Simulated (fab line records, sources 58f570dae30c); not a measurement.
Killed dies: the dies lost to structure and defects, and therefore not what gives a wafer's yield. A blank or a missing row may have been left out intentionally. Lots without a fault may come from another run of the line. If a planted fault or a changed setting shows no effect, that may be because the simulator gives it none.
One fault seen from 2 desks    flow berkeley_cmos170    every desk sees just its own numbers, and what lay behind them comes last

THE METROLOGY DESK
What the gauges read for every lot (on any tool): the sampled wafers with a number, averaged. A lot is out of limits, marked OUT, if its mean lies more than 4 standard deviations from the usual mean; the brackets give that distance.
Columns: A = NSD_OVL at UCB170_NSD_OVL_MEAS_07, usual -1 nm; B = cd_nm at UCB170_CONTACT_CD_MEAS_15, usual 700.5 nm; C = cd_nm at UCB170_M1_CD_MEAS_90, usual 699 nm
lot   first seen here  A   B      C
L389  day 6 21:58      3   702.8  699
L391  day 7 23:27      -1  700.7  698
L392  day 7 23:43      1   703.0  697
L393  day 8 00:32      1   699.6  702
L394  day 8 09:14      -0  697.7  700
L395  day 8 09:20      6   699.5  702
L398  day 8 16:41      3   701.2  698
L396  day 8 16:47      -7  701.0  703
L397  day 8 17:14      0   698.8  698
L399  day 9 09:43      -5  699.8  692
L400  day 9 09:56      -3  699.8  702
L401  day 9 20:46      -3  700.9  690
L408  day 10 13:46     -1  700.4  701
L409  day 11 08:26     -4  701.7  700
This desk's verdict: no lot among the 14 shows anything out of limits.

AT THE TOOL OWNER'S DESK: rie_metal-03
The tool's own readings at UCB170_M1_METAL_ETCH_12 (etches Al in Cl2/BCl3, stops on PSG, target depth 780 nm, time 130 s): means of the sampled wafers that have a number, for each lot that ran on this tool. A lot is out of limits, marked OUT, if its mean lies more than 4 standard deviations from the usual mean; the brackets give that distance.
Columns: A = bcl3_flow_sccm at UCB170_M1_METAL_ETCH_12, usual 45.02 sccm; B = drypump_motor_current_A at UCB170_M1_METAL_ETCH_12, usual 5.6 A; C = mfc_cl2_sccm at UCB170_M1_METAL_ETCH_12, usual 90.06 sccm; D = oes_product_au at UCB170_M1_METAL_ETCH_12, usual 0.860 a.u.; E = rf_fwd_power_W at UCB170_M1_METAL_ETCH_12, usual 597.5 W; F = throttle_valve_pct at UCB170_M1_METAL_ETCH_12, usual 24.43 %
lot   first seen here  A      B    C      D      E                        F
L391  day 8 08:28      45.06  5.3  90.45  0.861  597.1                    24.41
L394  day 8 17:55      45.07  5.3  90.28  0.866  597.5                    24.41
L398  day 9 04:27      44.96  5.3  90.17  0.861  597.2                    24.40
L397  day 9 05:23      45.06  5.4  90.02  0.862  598.4                    24.31
L399  day 9 18:14      45.07  5.3  89.93  0.869  678.2 (+47) OUT          24.39
L401  day 10 09:43     44.91  5.5  90.06  0.847  835.9 (+99 or more) OUT  24.20
This desk finds L399, L401 out of limits, L399 being first, at day 9 18:14 (rf_fwd_power_W at UCB170_M1_METAL_ETCH_12). Within limits: L391, L394, L398, L397.

BROUGHT TOGETHER
At day 9 18:14, on L399, L401, the tool owner's desk was in a position to raise an alarm.
At the metrology desk, nothing out of limits was observed.
The metrology desk has L399, L401 on record, within its limits.
All the named lots went through UCB170_M1_METAL_ETCH_12 on rie_metal-03.

WHAT WAS PUT IN BY THE SIMULATOR
rie_metal-03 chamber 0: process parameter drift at UCB170_M1_METAL_ETCH_12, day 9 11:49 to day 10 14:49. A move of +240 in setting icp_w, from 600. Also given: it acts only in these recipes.
Shown lots that were struck: L399, L401.
Each desk's first reading out of limits, in hours after the fault started: the tool owner's desk, 6.
